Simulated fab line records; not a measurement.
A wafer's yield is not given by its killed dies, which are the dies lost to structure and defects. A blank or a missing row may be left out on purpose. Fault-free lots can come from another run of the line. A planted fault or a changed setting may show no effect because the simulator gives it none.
fab line records	flow ritCmos
[record] lots = 14	wafers = 42	lastDay = 6
route steps=202 shown M1@188
lots that met no fault: from a run of the same line without faults
startH: hours from the record's first day to the start of the lot's first wafer shown	waitH: hours elapsed since this lot's preceding step	" same as the row above	L1.1+2: a row that stands for several wafers	- no value present, or no start provided	* or withheld: withheld	< > ~ a bound
route shown NAME@n: names a module that has steps shown in the file, with the first one's number in the route	usual: mean/standard deviation of fault-free wafers	same: alike in all rows	chamber/n: place in a boat	sites: each site's reading	_std_site: the values' standard deviation	_edge_site: the outer-site mean with the inner-site mean subtracted	radiusMm: how far each site lies from the wafer's centre	mask NAME#n: copy n	behind: the tool/chamber that last shaped the wafer	hold: why the lot went on hold/how many hours it stayed there/how the hold came to an end	device: the transistor (n, p or np) that didn't switch	end of line: the same wafers' tests at the end of the route	step lacking rows: just its recipe	killed: not the wafer's yield, but the dies lost to structure and defects at the first sort	map: the dies of a wafer, with x for killed, . for not killed, _ for no die there
set.NAME: the run value of the setting; set.NAME@STEP: its run value at that earlier step	model.NAME: the simulator's own value behind a step, which no gauge read
the route's steps for a sample of lots (tables are steps, rows are wafers)
[[steps]]
[step RIT_M1_COAT_04]
[recipe] resist = NOVOLAK	spinRpm = 2000	resistThkNm = 1300
[usual] spinSpeedRpm = 1999.9/1.2
lot.wafer	tool	chamber	startH	waitH	spinSpeedRpm
L394.2	lithoTrack-02	0	54.43	0.1	1999.4
L394.3	"	0	"	"	2000.2
L394.4	"	0	"	"	1999.1
L397.1	lithoTrack-01	0	68.44	0.1	2000.4
L397.3	"	0	"	"	2000.6
L397.4	"	0	"	"	1999.1
L398.2	lithoTrack-01	0	74.93	0.1	1999.1
L398.4	"	0	"	"	1998.8
L398.5	"	0	"	"	2000.0
L399.2	lithoTrack-04	0	81.78	0.1	2002.1
L399.5	"	0	"	"	2000.6
L399.6	"	0	"	"	2000.6
L400.1	lithoTrack-01	0	84.00	0.1	2001.7
L400.3	"	0	"	"	1997.8
L400.4	"	0	"	"	2001.1
L401.1	lithoTrack-02	0	88.72	0.1	2000.1
L401.2	"	0	"	"	1998.1
L401.5	"	0	"	"	1999.2
L402.1	lithoTrack-01	0	94.58	0.1	1999.9
L402.2	"	0	"	"	1999.9
L402.5	"	0	"	"	1999.3
L403.1	lithoTrack-01	0	104.34	0.1	2000.2
L403.4	"	0	"	"	2000.4
L403.6	"	0	"	"	2001.0
L404.1	lithoTrack-01	0	106.08	0.1	1999.0
L404.3	"	0	"	"	1998.3
L404.6	"	0	"	"	2000.8
L406.1	lithoTrack-01	0	114.51	0.1	2000.6
L406.4	"	0	"	"	1999.4
L406.5	"	0	"	"	2000.1
L407.4	lithoTrack-04	0	120.96	0.1	2001.0
L407.5	"	0	"	"	1998.8
L407.6	"	0	"	"	1997.5
L408.1	lithoTrack-01	0	130.47	0.1	2002.2
L408.2	"	0	"	"	2000.3
L408.4	"	0	"	"	2000.5
L409.2	lithoTrack-01	0	132.90	0.1	2000.4
L409.3	"	0	"	"	2001.2
L409.6	"	0	"	"	2000.5
L411.1	lithoTrack-02	0	140.39	0.1	2000.0
L411.2	"	0	"	"	2000.3
L411.6	"	0	"	"	1998.1
[step RIT_M1_CD_MEAS_09]
[recipe] targetCdNm = 2600
[usual] cdNm = 2600.4/2.4
lot.wafer	tool	chamber	startH	waitH	cdNm
L394.2	cdSem-02	-	55.28	-	2603.3
L394.3	"	-	"	"	2602.4
L394.4	"	-	"	"	2602.1
L397.1	cdSem-02	-	69.35	-	2603.4
L397.3	"	-	"	"	2599.8
L397.4	"	-	"	"	2600.5
L398.2	cdSem-02	-	75.66	-	2598.3
L398.4	"	-	"	"	2600.7
L398.5	"	-	"	"	2600.2
L399.2	cdSem-01	-	82.63	-	2595.7
L399.5	"	-	"	"	2597.5
L399.6	"	-	"	"	2597.4
L400.1	cdSem-01	-	84.86	-	2599.9
L400.3	"	-	"	"	2598.7
L400.4	"	-	"	"	2600.9
L401.1	cdSem-02	-	89.45	-	2601.6
L401.2	"	-	"	"	2599.8
L401.5	"	-	"	"	2600.7
L402.1	cdSem-01	-	95.44	-	2596.4
L402.2	"	-	"	"	2597.7
L402.5	"	-	"	"	2596.4
L403.1	cdSem-01	-	105.20	-	2601.7
L403.4	"	-	"	"	2602.7
L403.6	"	-	"	"	2601.7
L404.1	cdSem-01	-	106.94	-	2602.3
L404.3	"	-	"	"	2601.9
L404.6	"	-	"	"	2601.8
L406.1	cdSem-02	-	115.24	-	2605.4
L406.4	"	-	"	"	2604.8
L406.5	"	-	"	"	2604.5
L407.4	cdSem-01	-	121.68	-	2598.4
L407.5	"	-	"	"	2597.3
L407.6	"	-	"	"	2596.4
L408.1	cdSem-02	-	131.20	-	2608.2
L408.2	"	-	"	"	2609.6
L408.4	"	-	"	"	2609.1
L409.2	cdSem-01	-	133.63	-	2608.3
L409.3	"	-	"	"	2606.6
L409.6	"	-	"	"	2608.1
L411.1	cdSem-01	-	141.24	-	2600.1
L411.2	"	-	"	"	2602.2
L411.6	"	-	"	"	2602.1
[step RIT_M1_PROBE_99]
[usual] defectLimitedYield = 97.4/1.2	killedAtContacts = 0.1/0.24	killedAtFrontEnd = 7/3.1	killedDies = 7/3.1	killedOpen = 3.6/2.1	killedShort = 3.2/2	sort_bin_3_pad_short = 0.1/0.2	sort_bin_5_function = 1.4/0.8	sort_bin_6_memory = 1.0/0.72	sortNPass = 257/3.1	sortYieldPct = 97.4/1.2
[same] grossDies = 264	killed_at_M0_to_M3 = 0	killed_at_M4_up = 0	killedAtBackSide = 0	killedAtOther = 0
lot.wafer	tool	chamber	startH	waitH	defectLimitedYield[%]	killedAtContacts	killedAtFrontEnd	killedDies	killedOpen	killedShort	sort_bin_3_pad_short[%]	sort_bin_5_function[%]	sort_bin_6_memory[%]	sortNPass	sortYieldPct[%]
L394.2	prober-02	-	57.98	0.1	98.1	0	5	5	1	4	0	1.1	0.8	259	98.1
L394.3	prober-02	-	58.03	0.2	95.8	0	11	11	7	4	0	2.7	1.5	253	95.8
L394.4	prober-02	-	58.08	0.2	97.0	0	8	8	5	3	0	1.5	1.5	256	97.0
L397.1	prober-01	-	72.03	0.1	98.5	0	4	4	2	2	0.4	0.8	0.4	260	98.5
L397.3	prober-01	-	72.13	0.2	96.2	0	10	10	8	2	0.4	2.3	1.1	254	96.2
L397.4	prober-01	-	72.18	0.2	96.6	0	9	9	5	4	0	2.3	1.1	255	96.6
L398.2	prober-02	-	78.51	0.1	97.7	0	6	6	2	4	0.8	1.1	0.4	258	97.7
L398.4	prober-02	-	78.61	0.2	98.5	0	4	4	3	1	0	1.1	0.4	260	98.5
L398.5	prober-02	-	78.66	0.2	95.1	0	13	13	8	5	0	2.7	2.3	251	95.1
L399.2	prober-01	-	85.83	0.1	98.9	0	3	3	2	1	0	0.4	0.8	261	98.9
L399.5	prober-01	-	85.98	0.2	97.7	0	6	6	0	6	0.4	1.5	0.4	258	97.7
L399.6	prober-01	-	86.03	0.2	98.9	0	3	3	1	2	0	1.1	0	261	98.9
L400.1	prober-02	-	87.51	0.1	99.2	0	2	2	1	1	0	0.4	0.4	262	99.2
L400.3	prober-02	-	87.61	0.2	95.8	0	11	11	6	5	0.4	1.5	2.3	253	95.8
L400.4	prober-02	-	87.66	0.2	96.6	0	9	9	7	2	0	2.3	1.1	255	96.6
L401.1	prober-01	-	95.13	0.1	97.7	0	6	6	3	3	0	0.8	1.5	258	97.7
L401.2	prober-01	-	95.18	0.1	98.5	0	4	4	3	1	0	1.1	0.4	260	98.5
L401.5	prober-01	-	95.33	0.2	97.7	0	6	6	3	3	0	1.9	0.4	258	97.7
L402.1	prober-02	-	98.10	0.1	98.9	0	3	3	3	0	0	0.8	0.4	261	98.9
L402.2	prober-02	-	98.15	0.1	99.2	0	2	2	2	0	0	0	0.8	262	99.2
L402.5	prober-02	-	98.30	0.2	97.3	0	7	7	7	0	0	1.9	0.8	257	97.3
L403.1	prober-01	-	110.12	0.1	98.9	0	3	3	2	1	0	1.1	0	261	98.9
L403.4	prober-01	-	110.27	0.2	95.8	1	10	11	6	5	0	1.5	2.7	253	95.8
L403.6	prober-01	-	110.37	0.2	96.6	0	9	9	6	3	0	2.3	1.1	255	96.6
L404.1	prober-02	-	110.12	0.1	97.3	0	7	7	4	3	0.4	1.1	1.1	257	97.3
L404.3	prober-02	-	110.22	0.2	96.2	0	10	10	6	4	0	2.3	1.5	254	96.2
L404.6	prober-02	-	110.37	0.2	98.1	0	5	5	2	3	0	0	1.9	259	98.1
L406.1	prober-02	-	117.91	0.1	98.1	0	5	5	2	3	0	1.1	0.8	259	98.1
L406.4	prober-02	-	118.06	0.2	98.9	0	3	3	2	1	0	1.1	0	261	98.9
L406.5	prober-02	-	118.11	0.2	96.2	0	10	10	4	6	0.4	2.7	0.8	254	96.2
L407.4	prober-01	-	124.65	0.2	98.1	0	5	5	3	2	0	1.1	0.8	259	98.1
L407.5	prober-01	-	124.70	0.2	97.7	0	6	6	4	2	0.4	0.4	1.5	258	97.7
L407.6	prober-01	-	124.75	0.2	98.1	0	5	5	3	2	0	1.9	0	259	98.1
L408.1	prober-02	-	133.87	0.1	94.7	0	14	14	7	7	0	2.7	2.7	250	94.7
L408.2	prober-02	-	133.92	0.1	98.5	0	4	4	1	3	0.4	0.4	0.8	260	98.5
L408.4	prober-02	-	134.02	0.2	95.5	0	12	12	7	5	0	2.7	1.9	252	95.5
L409.2	prober-01	-	136.33	0.1	97.7	0	6	6	5	1	0	1.5	0.8	258	97.7
L409.3	prober-01	-	136.38	0.2	98.5	0	4	4	2	2	0	1.1	0.4	260	98.5
L409.6	prober-01	-	136.53	0.2	95.8	0	11	11	7	4	0.4	1.1	2.7	253	95.8
L411.1	prober-01	-	144.29	0.1	97.7	0	6	6	1	5	0.4	1.1	0.8	258	97.7
L411.2	prober-01	-	144.34	0.1	97.7	0	6	6	2	4	0	1.9	0.4	258	97.7
L411.6	prober-01	-	144.54	0.2	98.5	0	4	4	3	1	0.4	0.8	0.4	260	98.5
// killed by level:class
L394.2 FOX1:geometricParticle:short=1 FOX1:geometricParticle:open=1 GATE:geometricParticle:short=1 SPACER:geometricParticle:short=1 SILICIDE:geometricParticle:short=1
L394.3 GATE:geometricParticle:short=4 FOX2:geometricParticle:open=3 GATE:geometricParticle:open=3 SPACER:geometricParticle:open=1
L394.4 GATE:geometricParticle:open=2 FOX1:geometricParticle:open=1 FOX2:geometricParticle:short=1 GATE:geometricParticle:short=1 REOX:geometricParticle:open=1 SPACER:geometricParticle:short=1 SILICIDE:geometricParticle:open=1
L397.1 GATE:geometricParticle:open=1 REOX:geometricParticle:open=1 REOX:geometricParticle:short=1 SPACER:geometricParticle:short=1
L397.3 SPACER:geometricParticle:open=3 GATE:geometricParticle:open=2 FOX1:geometricParticle:open=1 FOX1:geometricParticle:short=1 FOX2:geometricParticle:open=1 REOX:geometricParticle:open=1 SPACER:geometricParticle:short=1
L397.4 GATE:geometricParticle:open=4 GATE:geometricParticle:short=2 SPACER:geometricParticle:short=2 REOX:geometricParticle:open=1
L398.2 FOX1:geometricParticle:short=1 FOX2:geometricParticle:short=1 FOX2:geometricParticle:open=1 REOX:geometricParticle:short=1 SPACER:geometricParticle:open=1 SILICIDE:geometricParticle:short=1
L398.4 FOX2:geometricParticle:open=1 GATE:geometricParticle:short=1 GATE:geometricParticle:open=1 SPACER:geometricParticle:open=1
L398.5 GATE:geometricParticle:open=5 FOX2:geometricParticle:short=2 REOX:geometricParticle:open=2 FOX2:geometricParticle:open=1 GATE:geometricParticle:short=1 REOX:geometricParticle:short=1 SPACER:geometricParticle:short=1
L399.2 FOX1:geometricParticle:short=1 FOX1:geometricParticle:open=1 GATE:geometricParticle:open=1
L399.5 GATE:geometricParticle:short=3 ACTIVE:geometricParticle:short=1 REOX:geometricParticle:short=1 SILICIDE:geometricParticle:short=1
L399.6 FOX1:geometricParticle:short=2 GATE:geometricParticle:open=1
L400.1 FOX1:geometricParticle:open=1 SILICIDE:geometricParticle:short=1
L400.3 GATE:geometricParticle:short=4 GATE:geometricParticle:open=3 REOX:geometricParticle:open=2 SILICIDE:geometricParticle:open=1 SILICIDE:geometricParticle:short=1
L400.4 FOX1:geometricParticle:open=4 GATE:geometricParticle:open=2 FOX1:geometricParticle:short=1 GATE:geometricParticle:short=1 REOX:geometricParticle:open=1
L401.1 FOX1:geometricParticle:open=1 FOX1:geometricParticle:short=1 GATE:geometricParticle:short=1 GATE:geometricParticle:open=1 SPACER:geometricParticle:short=1 SILICIDE:geometricParticle:open=1
L401.2 FOX1:geometricParticle:open=2 GATE:geometricParticle:short=1 REOX:geometricParticle:open=1
L401.5 FOX1:geometricParticle:open=2 REOX:geometricParticle:short=2 FOX1:geometricParticle:short=1 SPACER:geometricParticle:open=1
L402.1 GATE:geometricParticle:open=3
L402.2 GATE:geometricParticle:open=1 SILICIDE:geometricParticle:open=1
L402.5 FOX1:geometricParticle:open=3 GATE:geometricParticle:open=3 SILICIDE:geometricParticle:open=1
L403.1 REOX:geometricParticle:short=1 REOX:geometricParticle:open=1 SPACER:geometricParticle:open=1
L404.1 GATE:geometricParticle:short=2 FOX1:geometricParticle:open=1 GATE:geometricParticle:open=1 REOX:geometricParticle:open=1 SPACER:geometricParticle:short=1 SILICIDE:geometricParticle:open=1
L404.3 FOX2:geometricParticle:short=2 GATE:geometricParticle:open=2 SILICIDE:geometricParticle:open=2 FOX1:geometricParticle:open=1 FOX2:geometricParticle:open=1 GATE:geometricParticle:short=1 SILICIDE:geometricParticle:short=1
L403.4 REOX:geometricParticle:open=3 GATE:geometricParticle:open=2 REOX:geometricParticle:short=2 FOX1:geometricParticle:short=1 FOX2:geometricParticle:open=1 SILICIDE:geometricParticle:short=1 CONTACT:geometricParticle:short=1
L403.6 REOX:geometricParticle:open=2 SPACER:geometricParticle:open=2 FOX1:geometricParticle:short=1 GATE:geometricParticle:open=1 REOX:geometricParticle:short=1 SILICIDE:geometricParticle:open=1 SILICIDE:geometricParticle:short=1
L404.6 GATE:geometricParticle:short=3 SPACER:geometricParticle:open=1 SILICIDE:geometricParticle:open=1
L406.1 FOX1:geometricParticle:short=2 FOX1:geometricParticle:open=1 GATE:geometricParticle:open=1 GATE:geometricParticle:short=1
L406.4 GATE:geometricParticle:open=2 SPACER:geometricParticle:short=1
L406.5 FOX1:geometricParticle:short=3 GATE:geometricParticle:open=3 GATE:geometricParticle:short=2 FOX1:geometricParticle:open=1 FOX2:geometricParticle:short=1
L407.4 FOX2:geometricParticle:short=1 FOX2:geometricParticle:open=1 GATE:geometricParticle:open=1 SPACER:geometricParticle:short=1 SILICIDE:geometricParticle:open=1
L407.5 GATE:geometricParticle:open=3 FOX1:geometricParticle:open=1 FOX1:geometricParticle:short=1 GATE:geometricParticle:short=1
L407.6 GATE:geometricParticle:open=2 FOX1:geometricParticle:open=1 GATE:geometricParticle:short=1 SPACER:geometricParticle:short=1
L408.1 SPACER:geometricParticle:open=3 GATE:geometricParticle:short=2 REOX:geometricParticle:short=2 FOX1:geometricParticle:short=1 FOX1:geometricParticle:open=1 FOX2:geometricParticle:open=1 FOX2:geometricParticle:short=1 GATE:geometricParticle:open=1
L408.2 SILICIDE:geometricParticle:short=2 GATE:geometricParticle:short=1 GATE:geometricParticle:open=1
L408.4 GATE:geometricParticle:open=4 SILICIDE:geometricParticle:short=2 SILICIDE:geometricParticle:open=2 FOX2:geometricParticle:short=1 GATE:geometricParticle:short=1 REOX:geometricParticle:open=1 SPACER:geometricParticle:short=1
L409.2 GATE:geometricParticle:open=3 SPACER:geometricParticle:open=2 REOX:geometricParticle:short=1
L409.3 GATE:geometricParticle:open=1 GATE:geometricParticle:short=1 REOX:geometricParticle:short=1 REOX:geometricParticle:open=1
L409.6 GATE:geometricParticle:open=4 GATE:geometricParticle:short=2 REOX:geometricParticle:short=2 REOX:geometricParticle:open=2 SILICIDE:geometricParticle:open=1
L411.1 GATE:geometricParticle:short=2 FOX2:geometricParticle:short=1 GATE:geometricParticle:open=1 REOX:geometricParticle:short=1 SILICIDE:geometricParticle:short=1
L411.2 FOX2:geometricParticle:open=2 GATE:geometricParticle:short=2 FOX1:geometricParticle:short=1 SPACER:geometricParticle:short=1
L411.6 FOX2:geometricParticle:open=1 REOX:geometricParticle:short=1 REOX:geometricParticle:open=1 SPACER:geometricParticle:open=1
[[key]]
[firstSign] step = RIT_M1_CD_MEAS_09	reading = cdNm	direction = up	sigmas = 3.3	usual = 2600.4	struck = 2608.3	through = controlLoop
effect none on later readings
metAt RIT_M1_COAT_04
struckLots L408,L409
[loopTrim] step = RIT_M1_EXPOSE_06	setting = dose	lots = L409
onsetBetween 114.51 130.47
[fault] kind = processParameterDrift	tool = lithoTrack-01	chamber = -	onsetH = 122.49	steps = RIT_M1_COAT_04	channel = resistThkNm	offset = 96.118	shape = step	endH = 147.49	actsIn = theseRecipesOnly	stated = 1300
// loopTrim: a control loop set the setting to another value than it would have without faults
